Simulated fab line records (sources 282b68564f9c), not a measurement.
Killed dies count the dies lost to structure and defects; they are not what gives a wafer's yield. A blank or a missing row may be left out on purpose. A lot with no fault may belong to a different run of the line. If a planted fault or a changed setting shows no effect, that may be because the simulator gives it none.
fab line records | flow rit-cmos
[record] lots = 14 wafers = 42 last-day = 7
route steps=202 shown CONTACT@168
lots with no fault: from the same line, run without faults
start-h: hours from the record's first day to the start of the lot's first wafer shown | wait-h: hours from the lot's prior step to this one | " the same as in the row above | L1.1+2: several wafers, shown together as one row | - either no value or no given start | * or withheld: withheld | < > ~ a bound
route shown NAME@n: a module of which the file shows steps, and the number in the route of the first | usual: the fault-free wafers' mean and standard deviation | same: alike in all rows | chamber/n: place in a boat | sites: per-site readings | _std_site: standard deviation of those values | _edge_site: mean of outer sites minus mean of inner sites | radius-mm: how far each site lies from the wafer's centre | mask NAME#n: copy n | behind: the most recent tool/chamber to have shaped the wafer | hold: the reason the lot was held/the length of the hold in hours/how it ended | device: transistor that didn't switch, given as n, p or np | end of line: the tests these same wafers got at the end of their route | a step without rows: its recipe alone | killed: not the wafer's yield, but the dies lost to structure and defects at the first sort | map: the dies of a wafer, with x for killed, . for not killed, _ for no die there
set.NAME: the setting as run; set.NAME@STEP: as run at that earlier step | model.NAME: the simulator's own value behind a step, which no gauge read
route steps across a sampled set of lots; one table per step, one row per wafer
services: the hour from which a tool's chamber was out of use, counted from the record's first day as start-h (under 0 if before that day), plus the number of hours and why
[[steps]]
[step RIT_CONTACT_CVD_00]
[recipe] material = SiO2 target-thk-nm = 400 precursor = TEOS temp-c = 390 time-s = 61 rf-w = 400
[usual] heater-power-w = 318/45
// columns lot.wafer tool chamber start-h wait-h heater-power-w
L490.2 pecvd-01 0 51.77 0.0 382
L490.4 " 0 " " 388
L490.6 " 1 " " 363
L491.1 pecvd-02 0 56.22 0.1 294
L491.3 " 1 " " 293
L491.5 " 1 " " 318
L492.1 pecvd-04 2 59.77 0.1 319
L492.3 " 0 " " 291
L492.6 " 0 " " 301
L493.1 pecvd-01 1 66.21 0.1 283
L493.4 " 2 " " 309
L493.5 " 0 " " 399
L494.2 pecvd-02 1 71.46 0.0 318
L494.3 " 0 " " 267
L494.5 " 1 " " 340
L500.3 pecvd-02 1 106.25 0.0 372
L500.4 " 0 " " 280
L500.5 " 2 " " 337
L502.2 pecvd-01 1 112.88 0.0 286
L502.5 " 0 " " 418
L502.6 " 1 " " 310
L505.2 pecvd-04 2 126.17 0.0 297
L505.3 " 0 " " 307
L505.4 " 0 " " 231
L504.1 pecvd-01 2 126.64 0.1 241
L504.3 " 0 " " 398
L504.5 " 0 " " 400
L506.1 pecvd-02 2 133.49 0.1 296
L506.3 " 1 " " 334
L506.5 " 2 " " 324
L507.2 pecvd-04 2 138.73 0.0 293
L507.3 " 0 " " 241
L507.6 " 2 " " 305
L509.1 pecvd-02 2 146.51 0.1 345
L509.5 " 0 " " 274
L509.6 " 2 " " 369
L512.1 pecvd-02 0 161.57 0.1 297
L512.2 " 2 " " 379
L512.4 " 0 " " 216
L513.1 pecvd-04 0 166.06 0.1 294
L513.2 " 2 " " 297
L513.3 " 1 " " 308
[step RIT_CONTACT_THK_MEAS_01]
[recipe] reads = SiO2_of_CONTACT_CVD_00
[usual] CONTACT_TEOS_THK = 400/4.7
// columns lot.wafer tool chamber start-h wait-h CONTACT_TEOS_THK[nm]
L490.2 film-metro-04 - 51.83 0.0 399
L490.4 " - " " 404
L490.6 " - " " 409
L491.1 film-metro-02 - 56.27 0.0 392
L491.3 " - " " 397
L491.5 " - " " 398
L492.1 film-metro-04 - 59.85 0.1 396
L492.3 " - " " 407
L492.6 " - " " 404
L493.1 film-metro-01 - 66.26 0.0 404
L493.4 " - " " 401
L493.5 " - " " 412
L494.2 film-metro-01 - 71.52 0.0 399
L494.3 " - " " 397
L494.5 " - " " 403
L500.3 film-metro-04 - 106.32 0.0 390
L500.4 " - " " 398
L500.5 " - " " 403
L502.2 film-metro-01 - 112.94 0.0 398
L502.5 " - " " 507
L502.6 " - " " 407
L505.2 film-metro-01 - 126.23 0.0 400
L505.3 " - " " 398
L505.4 " - " " 396
L504.1 film-metro-01 - 126.69 0.0 397
L504.3 " - " " 502
L504.5 " - " " 509
L506.1 film-metro-01 - 133.54 0.0 393
L506.3 " - " " 394
L506.5 " - " " 402
L507.2 film-metro-02 - 138.79 0.0 396
L507.3 " - " " 394
L507.6 " - " " 401
L509.1 film-metro-04 - 146.56 0.0 400
L509.5 " - " " 407
L509.6 " - " " 407
L512.1 film-metro-01 - 161.63 0.0 402
L512.2 " - " " 403
L512.4 " - " " 406
L513.1 film-metro-01 - 166.11 0.0 406
L513.2 " - " " 404
L513.3 " - " " 403
[[services]]
// columns tool chamber start-h hours kind
pecvd-02 - 46.07 2.8 pm
pecvd-04 1 48.46 20.7 repair
pecvd-02 - 90.11 1.5 repair
pecvd-01 - 90.66 0.4 repair
pecvd-01 - 106.60 5.5 pm
[[key]]
[first-sign] step = RIT_CONTACT_THK_MEAS_01 reading = CONTACT_TEOS_THK direction = up sigmas = 23 usual = 400 struck = 506
effect none on later readings
met-at RIT_CONTACT_CVD_00
struck-lots L502,L504
struck-wafers L502.5,L504.3,L504.5
later-rows-left-out L502.5,L504.3,L504.5
sort-left-out L502.5,L504.3,L504.5
tester-left-out L502,L504
onset-between 66.21 112.88
[fault] kind = process-parameter-drift tool = pecvd-01 chamber = 0 onset-h = 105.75 steps = RIT_CONTACT_CVD_00 channel = target-thk-nm offset = 105.15 shape = step end-h = 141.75 stated = 400
// tester-left-out: of these lots the tester's yield and bins aren't shown, on N5 and GAA mostly nor the transistor test; their killed dies are dies lost to structure and defects alone, not to doping, threshold or leakage, so they don't give the yield
// sort-left-out: the simulated sort isn't trusted on such a fault, so these wafers' sort isn't shown, and their yield isn't known
// later-rows-left-out: the simulator's readings of these wafers behind a module that went badly wrong aren't trusted and aren't shown, but for the sort
